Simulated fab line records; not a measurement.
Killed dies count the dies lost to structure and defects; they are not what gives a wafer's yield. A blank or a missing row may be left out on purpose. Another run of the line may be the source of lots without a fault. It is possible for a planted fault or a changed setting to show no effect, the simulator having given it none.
A struck lot beside a sound one | flow rit cmos | 26 steps out of a route of 202
Sound: the wafers L633.1, L633.5, L633.6. Struck: wafers L636.4, L636.5, L636.6. Last of all comes the cause.
At each step with rows: each side's tool, then ch and its chambers, then its first start. Under that, the readings that differ: sound wafers | struck wafers | difference of the means | sigmas: that difference in standard deviations of wafers without a fault.
alike: words and numbers the same on both sides, and readings whose means are apart by under 2 such deviations; not compared: readings that were withheld, readings missing a value for some wafer, numbers with overlapping values and no deviation given by the record, and bounds like >300 which may hide the same value.
A row with sigmas, a row that says differs or no value, or rows on one side alone: a step with any of these is where the two part. When numbers do not overlap yet have no deviation, they are printed without sigmas and do not part them. A reading missing from all wafers of one side parts the sides only when that side holds two or more wafers.

first, 2 steps without rows for these wafers: RIT_REOX_CLEAN_02 (cleans in SC2, time 600 s); RIT_REOX_OXIDATION_03 (target thk 25.2 nm, ox time 5580 s).
RIT_REOX_THK_MEAS_04:
  struck on film metro-02, day 4 18:04; sound on film metro-02, day 4 08:56
  reading             | sound          | struck         | difference | sigmas
  REOX_OXIDE_THK (nm) | 25.7 25.7 25.5 | 24.3 24.4 24.8 | -1.1       | -2
then, 6 steps without rows for these wafers: RIT_NLDD_HMDS_00 (prime time 60 s); RIT_NLDD_COAT_01 (resist thk 1000 nm); RIT_NLDD_SOFTBAKE_02 (time 60 s); RIT_NLDD_EXPOSE_03 (exposes mask M7, target cd 40700 nm); RIT_NLDD_PEB_04; RIT_NLDD_DEVELOP_05 (develop time 50 s).
RIT_NLDD_OVL_MEAS_06:
  struck on overlay-02, day 4 19:05; sound on overlay-02, day 4 09:58
  reading       | sound       | struck         | difference | sigmas
  NLDD_OVL (nm) | 1.7 1.0 2.9 | -1.9 -2.0 -0.4 | -3.3       | -2
then, 2 steps without rows for these wafers: RIT_NLDD_HARDBAKE_07 (time 60 s); RIT_NLDD_IMPLANT_08.
RIT_NLDD_STRIP_09: strips in O2, time 180 s.
  sound on plasma asher-01 ch 0,1, day 4 10:18; struck on plasma asher-03 ch 0,1, day 4 19:28
  no value came back on the struck wafers for chamber pressure mTorr (mTorr), drypump motor current A (A), o2 flow sccm (sccm); on the sound wafers chamber pressure mTorr (mTorr) reads 3999 4002 3998
  reading                                   | sound | struck          | difference | sigmas
  model.NOVOLAK_of_NLDD_COAT_01.thk nm (nm) | 0 0 0 | 883 883.9 883.5 | +883       |
  not compared: rf hours counter h
RIT_NLDD_TW_MEAS_10:
  struck on film metro-03, day 4 19:37; sound on film metro-04, day 4 10:28
  alike: NLDD_TW
then, 6 steps without rows for these wafers: RIT_PLDD_HMDS_00 (prime time 60 s); RIT_PLDD_COAT_01 (resist thk 1000 nm); RIT_PLDD_SOFTBAKE_02 (time 60 s); RIT_PLDD_EXPOSE_03 (exposes mask M8, target cd 40900 nm); RIT_PLDD_PEB_04; RIT_PLDD_DEVELOP_05 (develop time 50 s).
RIT_PLDD_OVL_MEAS_06:
  struck on overlay-01, day 4 20:31; sound on overlay-01, day 4 11:23
  alike: PLDD_OVL
then, 2 steps without rows for these wafers: RIT_PLDD_HARDBAKE_07 (time 60 s); RIT_PLDD_IMPLANT_08.
RIT_PLDD_STRIP_09: strips in O2, time 180 s.
  sound on plasma asher-03 ch 0,1, day 4 11:43; struck on plasma asher-04 ch 0,1, day 4 20:53
  alike: chamber pressure mTorr, drypump motor current A, o2 flow sccm
  not compared: rf hours counter h
RIT_PLDD_TW_MEAS_10:
  struck on film metro-04, day 4 21:02; sound on film metro-01, day 4 11:54
  reading | sound          | struck   | difference | sigmas
  PLDD_TW | 2382 2375 2378 | 30 30 30 | -2348      | -76
then, 1 step without rows for these wafers: RIT_SPACER_CLEAN_00 (cleans in SC1, time 600 s).

## WHERE THEY PART
First at RIT_REOX_THK_MEAS_04; last, within this record, at RIT_PLDD_TW_MEAS_10.

WHY: the cause the simulator had injected
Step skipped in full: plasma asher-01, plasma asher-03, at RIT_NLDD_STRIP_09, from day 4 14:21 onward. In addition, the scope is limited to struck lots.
